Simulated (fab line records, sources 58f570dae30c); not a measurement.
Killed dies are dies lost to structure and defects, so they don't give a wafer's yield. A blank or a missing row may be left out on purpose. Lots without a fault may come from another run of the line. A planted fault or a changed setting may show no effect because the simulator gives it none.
Tool commonality check | flow berkeley_cmos170 | 13 lots, 45 wafers sampled

WHY IT WAS OPENED
At UCB170_CONTACT_THK_MEAS_02 the reading CONTACT_PSG_THK is flagged on 2 of 13 lots. Wafers without a fault read 702 nm, standard deviation 6.3.
Rule: a lot is flagged when every wafer of it that has a number lies more than 4 standard deviations from that mean, or none has a number. The other lots count as sound.

lot  | measured     | on            | CONTACT_PSG_THK (nm), wafer by wafer | flag
L352 | day 6 19:50  | film_metro-04 | 697 699 700                          |
L353 | day 7 04:56  | film_metro-03 | 708 705 715                          |
L358 | day 8 18:11  | film_metro-04 | 709 705 713                          |
L361 | day 8 21:02  | film_metro-04 | 802 805 798 802 805 799              | FLAGGED
L362 | day 9 02:40  | film_metro-02 | 813 811 812 813 811 812              | FLAGGED
L363 | day 9 06:05  | film_metro-03 | 695 683 687                          |
L364 | day 9 21:39  | film_metro-03 | 714 707 708                          |
L367 | day 10 07:49 | film_metro-03 | 701 701 700                          |
L368 | day 10 19:26 | film_metro-02 | 696 698 698                          |
L372 | day 11 15:19 | film_metro-03 | 694 694 696                          |
L371 | day 11 16:11 | film_metro-02 | 700 702 704                          |
L373 | day 12 00:54 | film_metro-02 | 702 707 703                          |
L374 | day 12 14:19 | film_metro-04 | 704 708 701                          |
The numbers of the flagged lots are 807 nm on average: +105 nm against the usual, or +17 standard deviations.

WHICH TOOL RAN EACH LOT
The record holds 1 process step before the reading, out of a route of 331 steps. In each cell: the tool, then ch and the chambers that the sampled wafers went through, then the start.
lot  | flag    | UCB170_CONTACT_CVD_01
L352 |         | lpcvd-01 ch 0, day 6 18:03
L353 |         | lpcvd-02 ch 1, day 7 03:10
L358 |         | lpcvd-01 ch 0, day 8 16:23
L361 | FLAGGED | lpcvd-02 ch 0, day 8 19:13
L362 | FLAGGED | lpcvd-02 ch 0, day 9 00:53
L363 |         | lpcvd-01 ch 0, day 9 02:04
L364 |         | lpcvd-01 ch 0, day 9 19:51
L367 |         | lpcvd-01 ch 1, day 10 06:02
L368 |         | lpcvd-01 ch 1, day 10 17:39
L372 |         | lpcvd-02 ch 1, day 11 13:32
L371 |         | lpcvd-01 ch 0, day 11 14:24
L373 |         | lpcvd-01 ch 0, day 11 23:07
L374 |         | lpcvd-01 ch 0, day 12 12:31
What these steps do:
- UCB170_CONTACT_CVD_01: deposits PSG from SiH4/O2/PH3, target thk 700 nm, time 2820 s.
- UCB170_CONTACT_THK_MEAS_02

FLAGGED OVER TOTAL, TOOL BY TOOL (the gauges that took the reading come last)
step                       | tool          | lots run | flagged | share of the flagged lots | sound lots run after its first flagged lot
UCB170_CONTACT_CVD_01      | lpcvd-01      | 9        | 0       | none                      | -
UCB170_CONTACT_CVD_01      | lpcvd-02      | 4        | 2       | all                       | 1 (L372)
UCB170_CONTACT_THK_MEAS_02 | film_metro-02 | 4        | 1       | some                      | 3 (L368,L371,L373)
UCB170_CONTACT_THK_MEAS_02 | film_metro-03 | 5        | 0       | none                      | -
UCB170_CONTACT_THK_MEAS_02 | film_metro-04 | 4        | 1       | some                      | 1 (L374)

WHAT THE TABLE ALLOWS
1 row of the table ran every flagged lot: lpcvd-02 at UCB170_CONTACT_CVD_01.
- lpcvd-02 at UCB170_CONTACT_CVD_01: 2 of its 4 lots flagged. Sound lots ran on it after the first flagged one (L372), which a lasting fault on the whole tool wouldn't allow.
No row of the table ran every flagged lot and no sound lot after the first.

WHAT THE SIMULATOR HAD PUT IN
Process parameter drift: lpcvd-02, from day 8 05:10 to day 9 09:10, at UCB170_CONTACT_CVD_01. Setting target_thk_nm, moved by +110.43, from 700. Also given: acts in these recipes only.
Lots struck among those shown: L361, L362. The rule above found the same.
